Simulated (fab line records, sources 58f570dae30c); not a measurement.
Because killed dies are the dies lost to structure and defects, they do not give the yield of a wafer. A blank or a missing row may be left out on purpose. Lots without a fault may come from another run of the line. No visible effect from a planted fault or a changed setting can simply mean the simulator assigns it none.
fab line records + flow berkeley_cmos170
record
- lots=7
- wafers=21
- last_day=11
route steps=331 shown PLDD@147 NLDD@158
lots that met no fault: taken from a fault-free run of the same line
start_h: hours from the record's opening day to when the first of the lot's shown wafers began + wait_h: hours since the lot's step before + " same as the row above + L1.1+2: a single row standing in for several wafers + - no value, or no start was given + * or withheld: withheld + < > ~ a bound
route shown NAME@n: names a module that has steps shown in the file, with the first one's number in the route + usual: average and standard deviation across the fault-free wafers + same: alike in all rows + chamber/n: place in a boat + sites: per-site readings + _std_site: standard deviation of those values + _edge_site: mean of outer sites minus mean of inner sites + radius_mm: how far each site lies from the wafer's centre + mask NAME#n: copy n + behind: tool/chamber where the wafer was last shaped + hold: reason for holding the lot/hours on hold/outcome of the hold + device: transistor that didn't switch, given as n, p or np + end of line: the tests these same wafers got at the end of their route + for a step that has no rows: nothing shown but its recipe + killed: dies lost to structure and defects at the first sort, not the wafer's yield + map: shows each die of a wafer: x if killed, . if not, _ if none is there
set.NAME: setting as actually run; set.NAME@STEP: the setting as run at that earlier step + model.NAME: the simulator's own value behind a step, which no gauge read
certain route steps with their lots: each step a table, each wafer a row
services: a tool's chamber out of use, with start hour (start_h, from the record's first day; less than 0 if before it), hours out, and reason
## steps
# step UCB170_PLDD_SOFTBAKE_02
# recipe
- resist=KrF
- temp_c=130
- time_s=60
# step UCB170_PLDD_EXPOSE_03
# recipe
- mask_id=PSELECT
- na=0.5
- sigma_outer=0.6
- source_shape=conventional
- target_cd_nm=1200
- dose_mj=30
# step UCB170_PLDD_PEB_04
# recipe
- peb_temp_c=130
- peb_time_s=withheld
- resist=KrF
# step UCB170_PLDD_DEVELOP_05
# recipe
- developer=TMAH
- develop_time_s=45
- resist=KrF
- dev_temp_c=21
# step UCB170_PLDD_CD_MEAS_06
# recipe
- target_cd_nm=1200
# usual
- cd_nm=1199.7/1.5
| lot.wafer | tool      | chamber | start_h | wait_h | cd_nm  |
|-----------|-----------|---------|---------|--------|--------|
| L832.2    | cd_sem-02 | -       | 136.56  | -      | 1198.1 |
| L832.3    | "         | -       | "       | "      | 1197.6 |
| L832.4    | "         | -       | "       | "      | 1198.8 |
| L841.2    | cd_sem-02 | -       | 177.73  | -      | 1203.6 |
| L841.5    | "         | -       | "       | "      | 1200.5 |
| L841.6    | "         | -       | "       | "      | 1201.1 |
| L843.1    | cd_sem-01 | -       | 205.25  | -      | 1200.6 |
| L843.3    | "         | -       | "       | "      | 1199.1 |
| L843.4    | "         | -       | "       | "      | 1199.8 |
| L846.1    | cd_sem-02 | -       | 205.37  | -      | 1200.8 |
| L846.3    | "         | -       | "       | "      | 1200.0 |
| L846.5    | "         | -       | "       | "      | 1200.4 |
| L844.1    | cd_sem-01 | -       | 205.62  | -      | 1200.5 |
| L844.2    | "         | -       | "       | "      | 1200.9 |
| L844.3    | "         | -       | "       | "      | 1199.4 |
| L847.2    | cd_sem-01 | -       | 210.50  | -      | 1199.7 |
| L847.4    | "         | -       | "       | "      | 1200.0 |
| L847.6    | "         | -       | "       | "      | 1198.9 |
| L853.3    | cd_sem-01 | -       | 229.13  | -      | 1198.5 |
| L853.5    | "         | -       | "       | "      | 1200.2 |
| L853.6    | "         | -       | "       | "      | 1200.1 |
# step UCB170_PLDD_OVL_MEAS_07
# usual
- PLDD_OVL=1/5.7
| lot.wafer | tool       | chamber | start_h | wait_h | PLDD_OVL[nm] |
|-----------|------------|---------|---------|--------|--------------|
| L832.2    | overlay-01 | -       | 136.66  | 0.1    | -2           |
| L832.3    | "          | -       | "       | "      | -4           |
| L832.4    | "          | -       | "       | "      | -2           |
| L841.2    | overlay-02 | -       | 177.84  | 0.1    | 0            |
| L841.5    | "          | -       | "       | "      | 0            |
| L841.6    | "          | -       | "       | "      | 3            |
| L843.1    | overlay-02 | -       | 205.37  | 0.1    | 0            |
| L843.3    | "          | -       | "       | "      | 7            |
| L843.4    | "          | -       | "       | "      | 10           |
| L846.1    | overlay-01 | -       | 205.49  | 0.1    | 5            |
| L846.3    | "          | -       | "       | "      | 2            |
| L846.5    | "          | -       | "       | "      | 7            |
| L844.1    | overlay-02 | -       | 205.74  | 0.1    | -8           |
| L844.2    | "          | -       | "       | "      | 3            |
| L844.3    | "          | -       | "       | "      | -6           |
| L847.2    | overlay-02 | -       | 210.60  | 0.1    | 2            |
| L847.4    | "          | -       | "       | "      | -2           |
| L847.6    | "          | -       | "       | "      | 0            |
| L853.3    | overlay-01 | -       | 229.22  | 0.1    | -11          |
| L853.5    | "          | -       | "       | "      | -1           |
| L853.6    | "          | -       | "       | "      | 1            |
# step UCB170_PLDD_IMPLANT_08
# recipe
- species=BF2
- dose_cm2=5e+13
- energy_kev=10
- tilt_deg=7
- rotation_deg=0
# step UCB170_PLDD_IMPLANT_09
# recipe
- species=BF2
- dose_cm2=5e+13
- energy_kev=10
- tilt_deg=7
- rotation_deg=180
# step UCB170_PLDD_STRIP_10
# recipe
- chemistry=O2
- power_w=400
- pressure_mtorr=3500
- platen_temp_c=withheld
- o2_flow_sccm=400
- overash_fraction=0.5
# usual
- drypump_motor_current_A=5.8/0.36
- oes_product_au=0.735/0.0042
- strip_time_to_endpoint_s=21.65/0.061
| lot.wafer | tool            | chamber | start_h | wait_h | drypump_motor_current_A | oes_product_au | rf_hours_counter_h | strip_time_to_endpoint_s |
|-----------|-----------------|---------|---------|--------|-------------------------|----------------|--------------------|--------------------------|
| L832.2    | plasma_asher-04 | 1       | 136.99  | 0.1    | 6.6                     | 0.729          | 42                 | 21.50                    |
| L832.3    | "               | 1       | "       | "      | 6.6                     | 0.730          | -                  | 21.62                    |
| L832.4    | "               | 0       | "       | "      | 5.9                     | 0.738          | -                  | 21.59                    |
| L841.2    | plasma_asher-02 | 1       | 178.17  | 0.1    | 5.6                     | 0.733          | 46                 | 21.63                    |
| L841.5    | "               | 1       | "       | "      | 5.5                     | 0.736          | -                  | 21.71                    |
| L841.6    | "               | 0       | "       | "      | 5.9                     | 0.735          | -                  | 21.64                    |
| L843.1    | plasma_asher-03 | 1       | 205.70  | 0.1    | 5.7                     | 0.734          | 44                 | 21.59                    |
| L843.3    | "               | 0       | "       | "      | 5.5                     | 0.731          | -                  | 21.59                    |
| L843.4    | "               | 1       | "       | "      | 5.7                     | 0.731          | -                  | 21.60                    |
| L846.1    | plasma_asher-04 | 0       | 205.82  | 0.1    | 5.9                     | 0.738          | 50                 | 21.51                    |
| L846.3    | "               | 1       | "       | "      | 6.5                     | 0.734          | -                  | 21.63                    |
| L846.5    | "               | 0       | "       | "      | 5.9                     | 0.735          | -                  | 21.53                    |
| L844.1    | plasma_asher-02 | 0       | 206.08  | 0.1    | 5.9                     | 0.734          | 49                 | 21.67                    |
| L844.2    | "               | 1       | "       | "      | 5.6                     | 0.723          | 49                 | 21.72                    |
| L844.3    | "               | 1       | "       | "      | 5.6                     | 0.739          | -                  | 21.67                    |
| L847.2    | plasma_asher-03 | 0       | 210.93  | 0.1    | 5.5                     | 0.739          | 44                 | 21.60                    |
| L847.4    | "               | 1       | "       | "      | 5.7                     | 0.731          | -                  | 21.67                    |
| L847.6    | "               | 0       | "       | "      | 5.5                     | 0.733          | -                  | 21.60                    |
| L853.3    | plasma_asher-04 | 1       | 229.58  | 0.1    | 6.5                     | 0.741          | -                  | 21.64                    |
| L853.5    | "               | 0       | "       | "      | 5.9                     | 0.732          | -                  | 21.59                    |
| L853.6    | "               | 1       | "       | "      | 6.5                     | 0.733          | -                  | 21.56                    |
# step UCB170_PLDD_TW_MEAS_11
# usual
- PLDD_TW=1013/5.4
| lot.wafer | tool          | chamber | start_h | wait_h | PLDD_TW |
|-----------|---------------|---------|---------|--------|---------|
| L832.2    | film_metro-02 | -       | 137.10  | 0.1    | 1023    |
| L832.3    | "             | -       | "       | "      | 1023    |
| L832.4    | "             | -       | "       | "      | 1019    |
| L841.2    | film_metro-01 | -       | 178.28  | 0.1    | 1008    |
| L841.5    | "             | -       | "       | "      | 1011    |
| L841.6    | "             | -       | "       | "      | 1008    |
| L843.1    | film_metro-02 | -       | 205.80  | 0.1    | 1012    |
| L843.3    | "             | -       | "       | "      | 1013    |
| L843.4    | "             | -       | "       | "      | 1013    |
| L846.1    | film_metro-01 | -       | 205.92  | 0.1    | 1005    |
| L846.3    | "             | -       | "       | "      | 1007    |
| L846.5    | "             | -       | "       | "      | 1006    |
| L844.1    | film_metro-04 | -       | 206.18  | 0.1    | 1013    |
| L844.2    | "             | -       | "       | "      | 1013    |
| L844.3    | "             | -       | "       | "      | 1020    |
| L847.2    | film_metro-04 | -       | 211.04  | 0.1    | 1010    |
| L847.4    | "             | -       | "       | "      | 1013    |
| L847.6    | "             | -       | "       | "      | 1010    |
| L853.3    | film_metro-04 | -       | 229.67  | 0.1    | 1004    |
| L853.5    | "             | -       | "       | "      | 1012    |
| L853.6    | "             | -       | "       | "      | 1011    |
# step UCB170_PLDD_CLEAN_12
# recipe
- chemistry=SPM
- temp_c=120
- time_s=600
# step UCB170_NLDD_HMDS_00
# recipe
- prime_time_s=60
- prime_temp_c=100
# step UCB170_NLDD_COAT_01
# recipe
- resist=KrF
- spin_rpm=1500
- resist_thk_nm=900
# usual
- chill_plate_temp_C=22.98/0.12
- dispense_pressure_kPa=52/3.3
| lot.wafer | tool           | chamber | start_h | wait_h | chill_plate_temp_C | dispense_pressure_kPa |
|-----------|----------------|---------|---------|--------|--------------------|-----------------------|
| L832.2    | litho_track-04 | 0       | 137.89  | 0.1    | 23.11              | 56                    |
| L832.3    | "              | 0       | "       | "      | 23.09              | 56                    |
| L832.4    | "              | 0       | "       | "      | 23.25              | 56                    |
| L841.2    | litho_track-04 | 0       | 178.93  | 0.1    | 23.03              | 56                    |
| L841.5    | "              | 0       | "       | "      | 23.13              | 56                    |
| L841.6    | "              | 0       | "       | "      | 23.04              | 56                    |
| L843.1    | litho_track-01 | -       | 206.19  | 0.1    | -                  | -                     |
| L843.3    | "              | -       | "       | "      | -                  | -                     |
| L843.4    | "              | -       | "       | "      | -                  | -                     |
| L846.1    | litho_track-04 | -       | 206.36  | 0.1    | -                  | -                     |
| L846.3    | "              | -       | "       | "      | -                  | -                     |
| L846.5    | "              | -       | "       | "      | -                  | -                     |
| L844.1    | litho_track-01 | -       | 206.74  | 0.1    | -                  | -                     |
| L844.2    | "              | -       | "       | "      | -                  | -                     |
| L844.3    | "              | -       | "       | "      | -                  | -                     |
| L847.2    | litho_track-03 | 0       | 211.80  | 0.1    | 22.92              | 52                    |
| L847.4    | "              | 0       | "       | "      | 23.05              | 52                    |
| L847.6    | "              | 0       | "       | "      | 22.97              | 52                    |
| L853.3    | litho_track-03 | 0       | 230.66  | 0.1    | 23.00              | 52                    |
| L853.5    | "              | 0       | "       | "      | 23.03              | 52                    |
| L853.6    | "              | 0       | "       | "      | 23.14              | 52                    |
# step UCB170_NLDD_SOFTBAKE_02
# recipe
- resist=KrF
- temp_c=130
- time_s=60
# step UCB170_NLDD_EXPOSE_03
# recipe
- mask_id=NSELECT
- na=0.5
- sigma_outer=0.6
- source_shape=conventional
- target_cd_nm=1200
- dose_mj=30
# step UCB170_NLDD_PEB_04
# recipe
- peb_temp_c=130
- peb_time_s=withheld
- resist=KrF
# step UCB170_NLDD_DEVELOP_05
# recipe
- developer=TMAH
- develop_time_s=45
- resist=KrF
- dev_temp_c=21
# step UCB170_NLDD_CD_MEAS_06
# recipe
- target_cd_nm=1200
# usual
- cd_nm=1200.1/1.4
| lot.wafer | tool      | chamber | start_h | wait_h | cd_nm  |
|-----------|-----------|---------|---------|--------|--------|
| L832.2    | cd_sem-01 | -       | 138.57  | -      | 1200.9 |
| L832.3    | "         | -       | "       | "      | 1199.8 |
| L832.4    | "         | -       | "       | "      | 1198.8 |
| L841.2    | cd_sem-01 | -       | 180.03  | -      | 1201.2 |
| L841.5    | "         | -       | "       | "      | 1199.8 |
| L841.6    | "         | -       | "       | "      | 1200.4 |
| L843.1    | cd_sem-02 | -       | 206.94  | -      | -      |
| L843.3    | "         | -       | "       | "      | -      |
| L843.4    | "         | -       | "       | "      | -      |
| L846.1    | cd_sem-01 | -       | 207.21  | -      | -      |
| L846.3    | "         | -       | "       | "      | -      |
| L846.5    | "         | -       | "       | "      | -      |
| L844.1    | cd_sem-02 | -       | 207.56  | -      | -      |
| L844.2    | "         | -       | "       | "      | -      |
| L844.3    | "         | -       | "       | "      | -      |
| L847.2    | cd_sem-01 | -       | 213.30  | -      | 1201.8 |
| L847.4    | "         | -       | "       | "      | 1201.3 |
| L847.6    | "         | -       | "       | "      | 1200.6 |
| L853.3    | cd_sem-01 | -       | 231.50  | -      | 1200.2 |
| L853.5    | "         | -       | "       | "      | 1200.5 |
| L853.6    | "         | -       | "       | "      | 1199.7 |
# step UCB170_NLDD_OVL_MEAS_07
# usual
- NLDD_OVL=-2/5.2
| lot.wafer | tool       | chamber | start_h | wait_h | NLDD_OVL[nm] |
|-----------|------------|---------|---------|--------|--------------|
| L832.2    | overlay-02 | -       | 138.68  | 0.1    | -3           |
| L832.3    | "          | -       | "       | "      | 4            |
| L832.4    | "          | -       | "       | "      | -4           |
| L841.2    | overlay-01 | -       | 180.13  | 0.1    | -2           |
| L841.5    | "          | -       | "       | "      | 6            |
| L841.6    | "          | -       | "       | "      | -3           |
| L843.1    | overlay-01 | -       | 207.06  | 0.1    | -            |
| L843.3    | "          | -       | "       | "      | -            |
| L843.4    | "          | -       | "       | "      | -            |
| L846.1    | overlay-01 | -       | 207.33  | 0.1    | -            |
| L846.3    | "          | -       | "       | "      | -            |
| L846.5    | "          | -       | "       | "      | -            |
| L844.1    | overlay-01 | -       | 207.71  | 0.1    | -            |
| L844.2    | "          | -       | "       | "      | -            |
| L844.3    | "          | -       | "       | "      | -            |
| L847.2    | overlay-02 | -       | 213.40  | 0.1    | 1            |
| L847.4    | "          | -       | "       | "      | -6           |
| L847.6    | "          | -       | "       | "      | -1           |
| L853.3    | overlay-02 | -       | 231.59  | 0.1    | -3           |
| L853.5    | "          | -       | "       | "      | -4           |
| L853.6    | "          | -       | "       | "      | 2            |
## services
| tool            | chamber | start_h | hours | kind   |
|-----------------|---------|---------|-------|--------|
| plasma_asher-02 | -       | 197.89  | 0.8   | repair |
| plasma_asher-04 | -       | 218.20  | 1.5   | repair |
## key
first_sign
- step=UCB170_NLDD_COAT_01
- reading=tool_record
- direction=missing
effect
- step=UCB170_NLDD_CD_MEAS_06
- reading=cd_nm
- direction=missing
effect
- step=UCB170_NLDD_OVL_MEAS_07
- reading=NLDD_OVL
- direction=missing
met_at UCB170_NLDD_COAT_01
struck_wafers L843.1,L843.3,L843.4,L844.1,L844.2,L844.3,L846.1,L846.3,L846.5
sort_left_out L843.1,L843.3,L843.4,L844.1,L844.2,L844.3,L846.1,L846.3,L846.5
tester_left_out L843,L844,L846
onset_between 178.93 206.19
fault
- kind=skipped_step_whole
- tool=litho_track-01,litho_track-04
- chamber=-
- onset_h=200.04
- steps=UCB170_NLDD_COAT_01
- scope=struck_lots_only
# tester_left_out: of these lots the tester's yield and bins aren't shown, on N5 and GAA mostly nor the transistor test; their killed dies are dies lost to structure and defects alone, not to doping, threshold or leakage, so they don't give the yield
# sort_left_out: the simulated sort isn't trusted on such a fault, so these wafers' sort isn't shown, and their yield isn't known
